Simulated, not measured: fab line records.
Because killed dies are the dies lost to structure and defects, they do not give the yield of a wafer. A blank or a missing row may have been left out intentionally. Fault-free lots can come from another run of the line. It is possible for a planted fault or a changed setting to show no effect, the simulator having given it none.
What tool caused it? / flow rit-cmos / 7 lots, 21 wafers sampled, at 2 steps of a route of 202

WHAT THE GAUGES SHOWED, per wafer
RIT_PLDD_TW_MEAS_10.
lot=L792; measured=day 3 10:35; on=film-metro-02; PLDD_TW=2325 2318 2322
lot=L794; measured=day 3 16:02; on=film-metro-03; PLDD_TW=2307 2303 2310
lot=L797; measured=day 4 07:19; on=film-metro-02; PLDD_TW=2301 2306 2311
lot=L803; measured=day 5 13:49; on=film-metro-01; PLDD_TW=2376 2355 2359
lot=L805; measured=day 5 23:13; on=film-metro-01; PLDD_TW=2372 2347 2366
lot=L808; measured=day 6 19:03; on=film-metro-02; PLDD_TW=30 30 30 30 30 30
lot=L812; measured=day 7 09:35; on=film-metro-01; PLDD_TW=2342 2333 2343

EACH LOT AND THE TOOL THAT RAN IT (in order: tool; ch and the chambers of the sampled wafers; start)
lot=L792; RIT_NLDD_STRIP_09=plasma-asher-03 ch 0, day 3 08:40
lot=L794; RIT_NLDD_STRIP_09=plasma-asher-03 ch 0,1, day 3 14:26
lot=L797; RIT_NLDD_STRIP_09=plasma-asher-02 ch 0,1, day 4 05:35
lot=L803; RIT_NLDD_STRIP_09=plasma-asher-04 ch 0,1, day 5 12:06
lot=L805; RIT_NLDD_STRIP_09=plasma-asher-03 ch 0,1, day 5 21:37
lot=L808; RIT_NLDD_STRIP_09=plasma-asher-03 ch 0,1, day 6 17:22
lot=L812; RIT_NLDD_STRIP_09=plasma-asher-04 ch 0, day 7 07:51
- RIT_NLDD_STRIP_09: strips in O2, time 180 s.

THE ANSWER, worked out from the rows above alone
Rule: what is usual is taken from the lots themselves. The widest of any qualifying gaps counts: lots, ordered by their means at a reading, are off when they make up no more than a third of the lots, leave a main group of 4 or more, and stand apart from it by 3 or more times the standard deviation of that group's means. A main group is skipped when, at the precision printed for the reading in the tables above, its means are all equal. Also off: a lot with no number at a reading for which 4 or more lots have one. Any other lot the step has rows for is counted as sound.
Off: at RIT_PLDD_TW_MEAS_10 (PLDD_TW), L808. For the main group the mean is 2333 and the standard deviation 24.
If a tool, at a process step before that reading, ran all the lots that are off and no sound lot after the first of them, it fits. The gauges at RIT_PLDD_TW_MEAS_10 are tried like those tools. This does not decide it: 2 tools fit, namely plasma-asher-03 at RIT_NLDD_STRIP_09 and film-metro-02 at RIT_PLDD_TW_MEAS_10.

WHAT THE SIMULATOR HAD INSERTED
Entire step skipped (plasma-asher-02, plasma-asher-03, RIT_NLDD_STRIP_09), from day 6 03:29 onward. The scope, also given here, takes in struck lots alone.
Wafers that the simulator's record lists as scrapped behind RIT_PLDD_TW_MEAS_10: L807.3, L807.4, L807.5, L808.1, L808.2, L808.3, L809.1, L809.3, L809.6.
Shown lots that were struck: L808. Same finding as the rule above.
